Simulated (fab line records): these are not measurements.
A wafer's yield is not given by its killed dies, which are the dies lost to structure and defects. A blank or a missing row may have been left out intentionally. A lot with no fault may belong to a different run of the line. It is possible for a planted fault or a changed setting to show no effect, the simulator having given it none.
fab line records -- flow berkeleyCmos170
record: lots: 5, wafers: 23
route steps=331 shown NSD@188 M1@238 M2@272
startH: hours from the record's opening day to when the first of the lot's shown wafers began -- waitH: hours from the lot's prior step to this one -- " same as the row above -- L1.1+2: a row that stands for several wafers -- - value missing, or start not given -- * or withheld: withheld -- < > ~ a bound
route shown NAME@n: a module of which the file shows steps, and the number in the route of the first -- usual: the fault-free wafers' mean and standard deviation -- same: alike in all rows -- chamber/n: place in a boat -- sites: readings site by site -- _std_site: their standard deviation -- _edge_site: the outer-site mean with the inner-site mean subtracted -- radiusMm: how far each site lies from the wafer's centre -- mask NAME#n: copy n -- behind: the last tool/chamber to shape the wafer -- hold: what put the lot on hold/how long, in hours/how the hold closed -- device: which transistor (n, p or np) failed to switch -- end of line: at the end of the route, the tests of the same wafers -- a step with no rows: only its recipe -- killed: dies that structure and defects cost at the first sort, which is not the same as the wafer's yield -- map: the dies of a wafer, with x for killed, . for not killed, _ for no die there
set.NAME: the run value of the setting; set.NAME@STEP: its run value at that earlier step -- model.NAME: the simulator's own value behind a step, which no gauge read
lots with deliberately changed settings; one table per step, one row per wafer
== steps ==
step: UCB170_NSD_COAT_01
recipe: resist: KrF, spinRpm: 1500, resistThkNm: 900
lot.wafer,tool,chamber,startH,waitH,set.resistThkNm,model.KrF_of_NSD_COAT_01.thkNm
L074.1,lithoTrack-02,0,136.96,0.1,900,901.8
L074.2,lithoTrack-02,0,136.96,0.1,900,900.1
L074.4,lithoTrack-02,0,136.96,0.1,900,902
L074.5,lithoTrack-02,0,136.96,0.1,900,901.5
L074.6,lithoTrack-02,0,136.96,0.1,900,901
L075.1,lithoTrack-03,0,141.69,0.1,882.4,884
L075.2,lithoTrack-03,0,141.69,0.1,882.4,885.4
L075.4,lithoTrack-03,0,141.69,0.1,900,902.8
L075.5,lithoTrack-03,0,141.69,0.1,900,900.5
L075.6,lithoTrack-03,0,141.69,0.1,882.4,882.8
L077.1,lithoTrack-02,0,153.00,0.1,900,894.3
L077.2,lithoTrack-02,0,153.00,0.1,900,898.4
L077.3,lithoTrack-02,0,153.00,0.1,858.8,855.5
L077.4,lithoTrack-02,0,153.00,0.1,900,895.6
L077.5,lithoTrack-02,0,153.00,0.1,858.8,854
L079.2,lithoTrack-02,0,153.48,0.1,937.4,935.2
L079.3,lithoTrack-02,0,153.48,0.1,937.4,937
L079.4,lithoTrack-02,0,153.48,0.1,900,899.2
L079.5,lithoTrack-02,0,153.48,0.1,900,896.8
L079.6,lithoTrack-02,0,153.48,0.1,900,896.3
L078.1+3,lithoTrack-03,0,153.62,0.1,900,903.2
L078.6,lithoTrack-03,0,153.62,0.1,900,904.4
step: UCB170_NSD_SOFTBAKE_02
recipe: resist: KrF, tempC: 130, timeS: 60
step: UCB170_NSD_EXPOSE_03
recipe: maskId: NSELECT_MOD, na: 0.5, sigmaOuter: 0.6, sourceShape: conventional, targetCdNm: 1200, doseMj: 30
step: UCB170_NSD_IMPLANT_08
recipe: species: P, doseCm2: 3e+15, energyKev: 40, tiltDeg: 6.725
step: UCB170_NSD_STRIP_09
recipe: chemistry: O2, powerW: 400, pressureMtorr: 3500, platenTempC: withheld, o2FlowSccm: 400, overashFraction: 0.5
usual: stripTimeToEndpointS: 35.83/0.081
lot.wafer,tool,chamber,startH,waitH,set.resistThkNm@NSD_COAT_01,stripTimeToEndpointS
L074.1,plasmaAsher-03,1,138.36,0.1,900,35.89
L074.2,plasmaAsher-03,0,138.36,0.1,900,35.86
L074.4,plasmaAsher-03,1,138.36,0.1,900,35.87
L074.5,plasmaAsher-03,1,138.36,0.1,900,35.85
L074.6,plasmaAsher-03,0,138.36,0.1,900,35.88
L075.1,plasmaAsher-04,0,143.47,0.1,882.4,35.48
L075.2,plasmaAsher-04,1,143.47,0.1,882.4,35.47
L075.4,plasmaAsher-04,1,143.47,0.1,900,35.91
L075.5,plasmaAsher-04,0,143.47,0.1,900,35.81
L075.6,plasmaAsher-04,1,143.47,0.1,882.4,35.45
L077.1,plasmaAsher-04,1,154.06,0.1,900,35.63
L077.2,plasmaAsher-04,0,154.06,0.1,900,35.71
L077.3,plasmaAsher-04,0,154.06,0.1,858.8,34.71
L077.4,plasmaAsher-04,1,154.06,0.1,900,35.64
L077.5,plasmaAsher-04,1,154.06,0.1,858.8,34.68
L079.2,plasmaAsher-03,1,154.58,0.1,937.4,36.66
L079.3,plasmaAsher-03,0,154.58,0.1,937.4,36.72
L079.4,plasmaAsher-03,1,154.58,0.1,900,35.80
L079.5,plasmaAsher-03,0,154.58,0.1,900,35.75
L079.6,plasmaAsher-03,1,154.58,0.1,900,35.74
L078.1,plasmaAsher-04,0,154.82,0.1,900,35.91
L078.3,plasmaAsher-04,1,154.82,0.1,900,35.92
L078.6,plasmaAsher-04,0,154.82,0.1,900,35.96
step: UCB170_M1_SPUTTER_00
recipe: material: Al, targetThkNm: 600, timeS: 80, powerW: 6000, chamberPressurePa: 0.5
lot.wafer,tool,chamber,startH,waitH,set.powerW,model.Al_of_M1_SPUTTER_00.thkNm
L074.1,pvdSputter-02,-,145.73,0.0,6651,674.6
L074.2,pvdSputter-02,-,145.73,0.0,6651,668.2
L074.4,pvdSputter-02,-,145.73,0.0,6000,613.6
L074.5,pvdSputter-02,-,145.73,0.0,6000,599
L074.6,pvdSputter-02,-,145.73,0.0,6651,669
L075.1,pvdSputter-01,-,150.24,0.0,6000,606
L075.2,pvdSputter-01,-,150.24,0.0,6426,635.7
L075.4,pvdSputter-01,-,150.24,0.0,6000,598.2
L075.5,pvdSputter-01,-,150.24,0.0,6000,601.9
L075.6,pvdSputter-01,-,150.24,0.0,6426,640.7
L077.1,pvdSputter-02,-,161.12,0.0,6000,604.6
L077.2,pvdSputter-02,-,161.12,0.0,6000,592.2
L077.3,pvdSputter-02,-,161.12,0.0,6000,602.7
L077.4,pvdSputter-02,-,161.12,0.0,6000,600.5
L077.5,pvdSputter-02,-,161.12,0.0,6000,606.3
L078.1,pvdSputter-01,-,163.31,0.0,6000,591.4
L078.3,pvdSputter-01,-,163.31,0.0,6000,597.5
L078.6,pvdSputter-01,-,163.31,0.0,6000,596.4
L079.2,pvdSputter-03,-,163.50,0.0,6000,599.5
L079.3,pvdSputter-03,-,163.50,0.0,5383,537.1
L079.4,pvdSputter-03,-,163.50,0.0,6000,602.6
L079.5,pvdSputter-03,-,163.50,0.0,5383,535.5
L079.6,pvdSputter-03,-,163.50,0.0,5383,542.2
step: UCB170_M1_RS_MEAS_01
recipe: thkMeasGauge: four-point-probe, reads: Al_of_M1_SPUTTER_00
usual: M1_AL_RS: 0.0486/0.00047
lot.wafer,tool,chamber,startH,waitH,set.powerW@M1_SPUTTER_00,M1_AL_RS[ohm/sq]
L074.1,filmMetro-04,-,145.79,0.0,6651,0.0431
L074.2,filmMetro-04,-,145.79,0.0,6651,0.0434
L074.4,filmMetro-04,-,145.79,0.0,6000,0.0474
L074.5,filmMetro-04,-,145.79,0.0,6000,0.0487
L074.6,filmMetro-04,-,145.79,0.0,6651,0.0435
L075.1,filmMetro-03,-,150.31,0.0,6000,0.0481
L075.2,filmMetro-03,-,150.31,0.0,6426,0.0458
L075.4,filmMetro-03,-,150.31,0.0,6000,0.0488
L075.5,filmMetro-03,-,150.31,0.0,6000,0.0484
L075.6,filmMetro-03,-,150.31,0.0,6426,0.0455
L077.1,filmMetro-01,-,161.18,0.0,6000,0.0482
L077.2,filmMetro-01,-,161.18,0.0,6000,0.0492
L077.3,filmMetro-01,-,161.18,0.0,6000,0.0483
L077.4,filmMetro-01,-,161.18,0.0,6000,0.0485
L077.5,filmMetro-01,-,161.18,0.0,6000,0.0481
L078.1,filmMetro-04,-,163.37,0.0,6000,0.0492
L078.3,filmMetro-04,-,163.37,0.0,6000,0.0488
L078.6,filmMetro-04,-,163.37,0.0,6000,0.0488
L079.2,filmMetro-01,-,163.59,0.1,6000,0.0486
L079.3,filmMetro-01,-,163.59,0.1,5383,0.0544
L079.4,filmMetro-01,-,163.59,0.1,6000,0.0484
L079.5,filmMetro-01,-,163.59,0.1,5383,0.0546
L079.6,filmMetro-01,-,163.59,0.1,5383,0.0539
step: UCB170_M1_THK_MEAS_02
recipe: thkMeasGauge: xrf, reads: Al_of_M1_SPUTTER_00
usual: M1_AL_THK: 598/5.6
lot.wafer,tool,chamber,startH,waitH,set.powerW@M1_SPUTTER_00,M1_AL_THK[nm]
L074.1,filmMetro-04,-,145.91,0.1,6651,674
L074.2,filmMetro-04,-,145.91,0.1,6651,667
L074.4,filmMetro-04,-,145.91,0.1,6000,609
L074.5,filmMetro-04,-,145.91,0.1,6000,598
L074.6,filmMetro-04,-,145.91,0.1,6651,668
L075.1,filmMetro-03,-,150.43,0.1,6000,607
L075.2,filmMetro-03,-,150.43,0.1,6426,636
L075.4,filmMetro-03,-,150.43,0.1,6000,599
L075.5,filmMetro-03,-,150.43,0.1,6000,604
L075.6,filmMetro-03,-,150.43,0.1,6426,645
L077.1,filmMetro-01,-,161.30,0.1,6000,603
L077.2,filmMetro-01,-,161.30,0.1,6000,591
L077.3,filmMetro-01,-,161.30,0.1,6000,604
L077.4,filmMetro-01,-,161.30,0.1,6000,602
L077.5,filmMetro-01,-,161.30,0.1,6000,607
L078.1,filmMetro-04,-,163.49,0.1,6000,592
L078.3,filmMetro-04,-,163.49,0.1,6000,593
L078.6,filmMetro-04,-,163.49,0.1,6000,593
L079.2,filmMetro-01,-,163.70,0.1,6000,601
L079.3,filmMetro-01,-,163.70,0.1,5383,535
L079.4,filmMetro-01,-,163.70,0.1,6000,603
L079.5,filmMetro-01,-,163.70,0.1,5383,534
L079.6,filmMetro-01,-,163.70,0.1,5383,542
step: UCB170_M1_METAL_ETCH_12
recipe: chemistry: Cl2/BCl3, target: Al, stopOn: PSG, pressureMtorr: 12, targetDepthA: 7800, overEtchFrac: 0.3, timeS: 130, icpW: 600, biasW: 120, Cl2_flow_sccm: 90, bcl3FlowSccm: 45
lot.wafer,tool,chamber,startH,waitH,set.icpW,model.KrF_of_M1_COAT_04.thkNm
L074.1+2+6,rieMetal-01,"0,1,1",147.14,-,600,-
L074.4,rieMetal-01,0,147.14,-,600,434.3
L074.5,rieMetal-01,0,147.14,-,600,433.2
L075.1,rieMetal-04,0,151.86,-,600,432.9
L075.2,rieMetal-04,1,151.86,-,638.5,-
L075.4,rieMetal-04,1,151.86,-,638.5,417
L075.5,rieMetal-04,0,151.86,-,600,434.2
L075.6,rieMetal-04,1,151.86,-,600,-
L077.1,rieMetal-04,0,163.95,-,600,425.8
L077.2,rieMetal-04,0,163.95,-,600,433.3
L077.3,rieMetal-04,0,163.95,-,600,434.9
L077.4,rieMetal-04,0,163.95,-,667.3,386.6
L077.5,rieMetal-04,0,163.95,-,667.3,385.4
L078.1,rieMetal-01,0,164.93,-,600,440.5
L078.3,rieMetal-01,0,164.93,-,600,436.3
L078.6,rieMetal-01,0,164.93,-,600,440.7
L079.2,rieMetal-02,0,165.10,-,531.7,485.1
L079.3,rieMetal-02,0,165.10,-,531.7,-
L079.4,rieMetal-02,1,165.10,-,600,445.9
L079.5+6,rieMetal-02,"0,1",165.10,-,600,-
step: UCB170_M2_SPUTTER_01
recipe: material: Al, targetThkNm: 900, timeS: 120, powerW: 6000, chamberPressurePa: 0.5
lot.wafer,tool,chamber,startH,waitH,set.timeS,model.Al_of_M2_SPUTTER_01.thkNm
L075.1,pvdSputter-04,-,157.19,0.0,120,912.4
L075.2,pvdSputter-04,-,157.19,0.0,120,912.1
L075.4,pvdSputter-04,-,157.19,0.0,120,904.5
L075.5,pvdSputter-04,-,157.19,0.0,120,917.2
L075.6,pvdSputter-04,-,157.19,0.0,120,909.9
L074.1,pvdSputter-01,-,157.46,0.0,136.1,1028
L074.2,pvdSputter-01,-,157.46,0.0,120,905.5
L074.4,pvdSputter-01,-,157.46,0.0,136.1,1022
L074.5,pvdSputter-01,-,157.46,0.0,120,910.9
L074.6,pvdSputter-01,-,157.46,0.0,136.1,1035
L077.1,pvdSputter-01,-,170.42,0.0,112.2,843
L077.2,pvdSputter-01,-,170.42,0.0,112.2,845
L077.3,pvdSputter-01,-,170.42,0.0,120,897.2
L077.4,pvdSputter-01,-,170.42,0.0,120,918.6
L077.5,pvdSputter-01,-,170.42,0.0,112.2,857
L079.2,pvdSputter-01,-,170.70,0.0,105.3,801.7
L079.3,pvdSputter-01,-,170.70,0.0,120,902.7
L079.4,pvdSputter-01,-,170.70,0.0,105.3,786.4
L079.5,pvdSputter-01,-,170.70,0.0,105.3,793.4
L079.6,pvdSputter-01,-,170.70,0.0,120,912.8
L078.1,pvdSputter-04,-,170.90,0.0,120,910.5
L078.3,pvdSputter-04,-,170.90,0.0,120,898.5
L078.6,pvdSputter-04,-,170.90,0.0,120,902
step: UCB170_M2_RS_MEAS_02
recipe: thkMeasGauge: four-point-probe, reads: Al_of_M2_SPUTTER_01
usual: M2_AL_RS: 0.0321/0.00039
lot.wafer,tool,chamber,startH,waitH,set.timeS@M2_SPUTTER_01,M2_AL_RS[ohm/sq]
L075.1,filmMetro-02,-,157.28,0.0,120,0.0317
L075.2,filmMetro-02,-,157.28,0.0,120,0.0316
L075.4,filmMetro-02,-,157.28,0.0,120,0.0320
L075.5,filmMetro-02,-,157.28,0.0,120,0.0315
L075.6,filmMetro-02,-,157.28,0.0,120,0.0318
L074.1,filmMetro-01,-,157.54,0.0,136.1,0.0281
L074.2,filmMetro-01,-,157.54,0.0,120,0.0320
L074.4,filmMetro-01,-,157.54,0.0,136.1,0.0283
L074.5,filmMetro-01,-,157.54,0.0,120,0.0318
L074.6,filmMetro-01,-,157.54,0.0,136.1,0.0279
L077.1,filmMetro-02,-,170.51,0.0,112.2,0.0343
L077.2,filmMetro-02,-,170.51,0.0,112.2,0.0343
L077.3,filmMetro-02,-,170.51,0.0,120,0.0322
L077.4,filmMetro-02,-,170.51,0.0,120,0.0315
L077.5,filmMetro-02,-,170.51,0.0,112.2,0.0337
L079.2,filmMetro-03,-,170.80,0.1,105.3,0.0362
L079.3,filmMetro-03,-,170.80,0.1,120,0.0321
L079.4,filmMetro-03,-,170.80,0.1,105.3,0.0370
L079.5,filmMetro-03,-,170.80,0.1,105.3,0.0366
L079.6,filmMetro-03,-,170.80,0.1,120,0.0317
L078.1,filmMetro-03,-,170.98,0.0,120,0.0319
L078.3,filmMetro-03,-,170.98,0.0,120,0.0322
L078.6,filmMetro-03,-,170.98,0.0,120,0.0321
step: UCB170_M2_THK_MEAS_03
recipe: thkMeasGauge: xrf, reads: Al_of_M2_SPUTTER_01
usual: M2_AL_THK: 902/9.8
lot.wafer,tool,chamber,startH,waitH,set.timeS@M2_SPUTTER_01,M2_AL_THK[nm]
L075.1,filmMetro-02,-,157.40,0.1,120,913
L075.2,filmMetro-02,-,157.40,0.1,120,913
L075.4,filmMetro-02,-,157.40,0.1,120,904
L075.5,filmMetro-02,-,157.40,0.1,120,917
L075.6,filmMetro-02,-,157.40,0.1,120,914
L074.1,filmMetro-01,-,157.66,0.1,136.1,1029
L074.2,filmMetro-01,-,157.66,0.1,120,903
L074.4,filmMetro-01,-,157.66,0.1,136.1,1021
L074.5,filmMetro-01,-,157.66,0.1,120,910
L074.6,filmMetro-01,-,157.66,0.1,136.1,1032
L077.1,filmMetro-02,-,170.63,0.1,112.2,839
L077.2,filmMetro-02,-,170.63,0.1,112.2,842
L077.3,filmMetro-02,-,170.63,0.1,120,898
L077.4,filmMetro-02,-,170.63,0.1,120,917
L077.5,filmMetro-02,-,170.63,0.1,112.2,856
L079.2,filmMetro-03,-,170.91,0.1,105.3,800
L079.3,filmMetro-03,-,170.91,0.1,120,903
L079.4,filmMetro-03,-,170.91,0.1,105.3,783
L079.5,filmMetro-03,-,170.91,0.1,105.3,788
L079.6,filmMetro-03,-,170.91,0.1,120,912
L078.1,filmMetro-03,-,171.10,0.1,120,905
L078.3,filmMetro-03,-,171.10,0.1,120,901
L078.6,filmMetro-03,-,171.10,0.1,120,898
step: UCB170_M2_PEB_13
recipe: pebTempC: 130, pebTimeS: withheld, resist: KrF
lot.wafer,tool,chamber,startH,waitH,set.pebTempC
L075.1+4,lithoTrack-04,0,159.42,0.4,132.1
L075.2+5+6,lithoTrack-04,0,159.42,0.4,130
L074.1+2+4,lithoTrack-03,0,159.60,0.4,130
L074.5+6,lithoTrack-03,0,159.60,0.4,131.7
L077.1+3+4,lithoTrack-04,0,172.27,0.1,128.6
L077.2+5,lithoTrack-04,0,172.27,0.1,130
L079.2+5+6,lithoTrack-03,0,172.59,0.1,130
L079.3+4,lithoTrack-03,0,172.59,0.1,128.5
L078.1+3+6,lithoTrack-04,0,172.84,0.1,130
step: UCB170_M2_DEVELOP_14
recipe: developer: TMAH, developTimeS: 45, resist: KrF, devTempC: 21
step: UCB170_M2_CD_MEAS_15
recipe: targetCdNm: 700
usual: cdNm: 699.3/1.5
lot.wafer,tool,chamber,startH,waitH,set.pebTempC@M2_PEB_13,cdNm
L075.1,cdSem-01,-,159.70,-,132.1,684.2
L075.2,cdSem-01,-,159.70,-,130,697.5
L075.4,cdSem-01,-,159.70,-,132.1,684.4
L075.5,cdSem-01,-,159.70,-,130,697.1
L075.6,cdSem-01,-,159.70,-,130,697.3
L074.1,cdSem-01,-,159.87,-,130,699.8
L074.2,cdSem-01,-,159.87,-,130,698.5
L074.4,cdSem-01,-,159.87,-,130,700.2
L074.5,cdSem-01,-,159.87,-,131.7,688.9
L074.6,cdSem-01,-,159.87,-,131.7,687.7
L077.1,cdSem-02,-,172.55,-,128.6,710.8
L077.2,cdSem-02,-,172.55,-,130,700.4
L077.3,cdSem-02,-,172.55,-,128.6,710.2
L077.4,cdSem-02,-,172.55,-,128.6,711.3
L077.5,cdSem-02,-,172.55,-,130,701.5
L079.2,cdSem-01,-,172.86,-,130,697.3
L079.3,cdSem-01,-,172.86,-,128.5,708.0
L079.4,cdSem-01,-,172.86,-,128.5,708.8
L079.5,cdSem-01,-,172.86,-,130,699.0
L079.6,cdSem-01,-,172.86,-,130,698.0
L078.1,cdSem-01,-,173.12,-,130,698.8
L078.3,cdSem-01,-,173.12,-,130,698.6
L078.6,cdSem-01,-,173.12,-,130,697.8
step: UCB170_M2_ETCH_17
recipe: chemistry: N2/H2, targetDepthA: withheld, overetchA: withheld, target: BARC, timeS: withheld, sourceW: 500, biasW: 100, pressureMtorr: 30, n2FlowSccm: 100, h2FlowSccm: 200
lot.wafer,tool,chamber,startH,waitH,set.pebTempC@M2_PEB_13,model.M2.cdNm
L075.1,rieDiel-03,0,159.85,0.0,132.1,684
L075.2,rieDiel-03,2,159.85,0.0,130,697.4
L075.4,rieDiel-03,2,159.85,0.0,132.1,684.7
L075.5,rieDiel-03,0,159.85,0.0,130,696.7
L075.6,rieDiel-03,3,159.85,0.0,130,697.1
L074.1,rieDiel-02,2,160.05,0.0,130,699.7
L074.2,rieDiel-02,1,160.05,0.0,130,698.3
L074.4,rieDiel-02,3,160.05,0.0,130,700
L074.5,rieDiel-02,0,160.05,0.0,131.7,689.4
L074.6,rieDiel-02,3,160.05,0.0,131.7,688
L077.1+4,rieDiel-02,"0,1",172.70,0.0,128.6,711.3
L077.2,rieDiel-02,2,172.70,0.0,130,700.9
L077.3,rieDiel-02,3,172.70,0.0,128.6,710.5
L077.5,rieDiel-02,0,172.70,0.0,130,702
L079.2,rieDiel-04,1,173.00,0.0,130,696.8
L079.3,rieDiel-04,0,173.00,0.0,128.5,707.6
L079.4,rieDiel-04,2,173.00,0.0,128.5,707.4
L079.5,rieDiel-04,0,173.00,0.0,130,699.3
L079.6,rieDiel-04,1,173.00,0.0,130,698.4
L078.1,rieDiel-03,3,173.27,0.0,130,698.4
L078.3,rieDiel-03,2,173.27,0.0,130,697.5
L078.6,rieDiel-03,2,173.27,0.0,130,696.4
step: UCB170_M2_METAL_ETCH_18
recipe: chemistry: Cl2/BCl3, target: Al, stopOn: SiO2, pressureMtorr: 12, targetDepthA: 11700, overEtchFrac: 0.3, timeS: 195, icpW: 621.7, biasW: 120, Cl2_flow_sccm: 90, bcl3FlowSccm: 45
usual: oesProductAu: 0.855/0.014
lot.wafer,tool,chamber,startH,waitH,set.timeS@M2_SPUTTER_01,set.pebTempC@M2_PEB_13,oesProductAu,model.M2.cdNm
L075.1,rieMetal-03,1,159.90,-,120,132.1,0.863,683.6
L075.2,rieMetal-03,0,159.90,-,120,130,0.854,697.4
L075.4,rieMetal-03,0,159.90,-,120,132.1,0.836,682.7
L075.5,rieMetal-03,1,159.90,-,120,130,0.871,699.7
L075.6,rieMetal-03,0,159.90,-,120,130,0.849,695.2
L074.1,rieMetal-02,1,160.09,-,136.1,130,0.923,699.6
L074.2,rieMetal-02,1,160.09,-,120,130,0.850,693.9
L074.4,rieMetal-02,1,160.09,-,136.1,130,0.907,700.9
L074.5,rieMetal-02,1,160.09,-,120,131.7,0.860,688.7
L074.6,rieMetal-02,1,160.09,-,136.1,131.7,0.920,684.9
L077.1,rieMetal-01,0,172.75,-,112.2,128.6,0.854,710.5
L077.2,rieMetal-01,1,172.75,-,112.2,130,0.812,698.6
L077.3,rieMetal-01,0,172.75,-,120,128.6,0.881,709.4
L077.4,rieMetal-01,1,172.75,-,120,128.6,0.850,708.6
L077.5,rieMetal-01,0,172.75,-,112.2,130,0.848,702
L079.2,rieMetal-03,0,173.04,-,105.3,130,0.789,695.9
L079.3,rieMetal-03,0,173.04,-,120,128.5,0.841,705.1
L079.4,rieMetal-03,1,173.04,-,105.3,128.5,0.811,709.2
L079.5,rieMetal-03,0,173.04,-,105.3,130,0.779,698.7
L079.6,rieMetal-03,1,173.04,-,120,130,0.876,700.3
L078.1,rieMetal-02,1,173.32,-,120,130,0.862,695.1
L078.3,rieMetal-02,1,173.32,-,120,130,0.851,696
L078.6,rieMetal-02,1,173.32,-,120,130,0.851,693.1
step: UCB170_M2_STRIP_19
recipe: chemistry: O2, powerW: 400, pressureMtorr: 3500, platenTempC: withheld, o2FlowSccm: 400, overashFraction: 0.5
step: UCB170_M2_CD_MEAS_90
recipe: targetCdNm: 700
usual: cdNm: 697.7/2.9
lot.wafer,tool,chamber,startH,waitH,set.pebTempC@M2_PEB_13,cdNm
L075.1,cdSem-01,-,160.18,0.1,132.1,683.5
L075.2,cdSem-01,-,160.18,0.1,130,697.2
L075.4,cdSem-01,-,160.18,0.1,132.1,682.7
L075.5,cdSem-01,-,160.18,0.1,130,699.5
L075.6,cdSem-01,-,160.18,0.1,130,695.3
L074.1,cdSem-01,-,160.56,0.1,130,699.5
L074.2,cdSem-01,-,160.56,0.1,130,693.7
L074.4,cdSem-01,-,160.56,0.1,130,701.1
L074.5,cdSem-01,-,160.56,0.1,131.7,688.7
L074.6,cdSem-01,-,160.56,0.1,131.7,685.0
L077.1,cdSem-02,-,173.03,0.1,128.6,710.6
L077.2,cdSem-02,-,173.03,0.1,130,698.5
L077.3,cdSem-02,-,173.03,0.1,128.6,709.6
L077.4,cdSem-02,-,173.03,0.1,128.6,708.8
L077.5,cdSem-02,-,173.03,0.1,130,701.8
L079.2,cdSem-02,-,173.35,0.1,130,695.8
L079.3,cdSem-02,-,173.35,0.1,128.5,705.3
L079.4,cdSem-02,-,173.35,0.1,128.5,709.2
L079.5,cdSem-02,-,173.35,0.1,130,698.9
L079.6,cdSem-02,-,173.35,0.1,130,700.4
L078.1,cdSem-01,-,173.79,0.1,130,695.0
L078.3,cdSem-01,-,173.79,0.1,130,696.2
L078.6,cdSem-01,-,173.79,0.1,130,693.0
== key ==
split: step: UCB170_NSD_COAT_01, setting: resistThkNm, stated: 900, by: wafer
response: step: UCB170_NSD_COAT_01, reading: model.KrF_of_NSD_COAT_01.thkNm, change: +9.15, per: 1%, r: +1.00
response: step: UCB170_NSD_STRIP_09, reading: stripTimeToEndpointS, change: *, per: 1%, r: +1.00
split: step: UCB170_M1_SPUTTER_00, setting: powerW, stated: 6000, by: wafer
response: step: UCB170_M1_SPUTTER_00, reading: model.Al_of_M1_SPUTTER_00.thkNm, change: +5.85, per: 1%, r: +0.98
response: step: UCB170_M1_RS_MEAS_01, reading: M1_AL_RS, change: -0.000476, per: 1%, r: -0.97
response: step: UCB170_M1_THK_MEAS_02, reading: M1_AL_THK, change: +6.02, per: 1%, r: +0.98
split: step: UCB170_M1_METAL_ETCH_12, setting: icpW, stated: 600, by: wafer
response: step: UCB170_M1_METAL_ETCH_12, reading: model.KrF_of_M1_COAT_04.thkNm, change: -3.72, per: 1%, r: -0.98
split: step: UCB170_M2_SPUTTER_01, setting: timeS, stated: 120, by: wafer
response: step: UCB170_M2_SPUTTER_01, reading: model.Al_of_M2_SPUTTER_01.thkNm, change: +9.12, per: 1%, r: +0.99
response: step: UCB170_M2_RS_MEAS_02, reading: M2_AL_RS, change: -0.00033, per: 1%, r: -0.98
response: step: UCB170_M2_THK_MEAS_03, reading: M2_AL_THK, change: +9.29, per: 1%, r: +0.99
response: step: UCB170_M2_METAL_ETCH_18, reading: oesProductAu, change: +0.00486, per: 1%, r: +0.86
split: step: UCB170_M2_PEB_13, setting: pebTempC, stated: 130, by: wafer
response: step: UCB170_M2_CD_MEAS_15, reading: cdNm, change: -8.53, per: 1%, r: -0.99
response: step: UCB170_M2_ETCH_17, reading: model.M2.cdNm, change: -8.16, per: 1%, r: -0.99
response: step: UCB170_M2_METAL_ETCH_18, reading: model.M2.cdNm, change: -8.54, per: 1%, r: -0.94
response: step: UCB170_M2_CD_MEAS_90, reading: cdNm, change: -8.55, per: 1%, r: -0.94
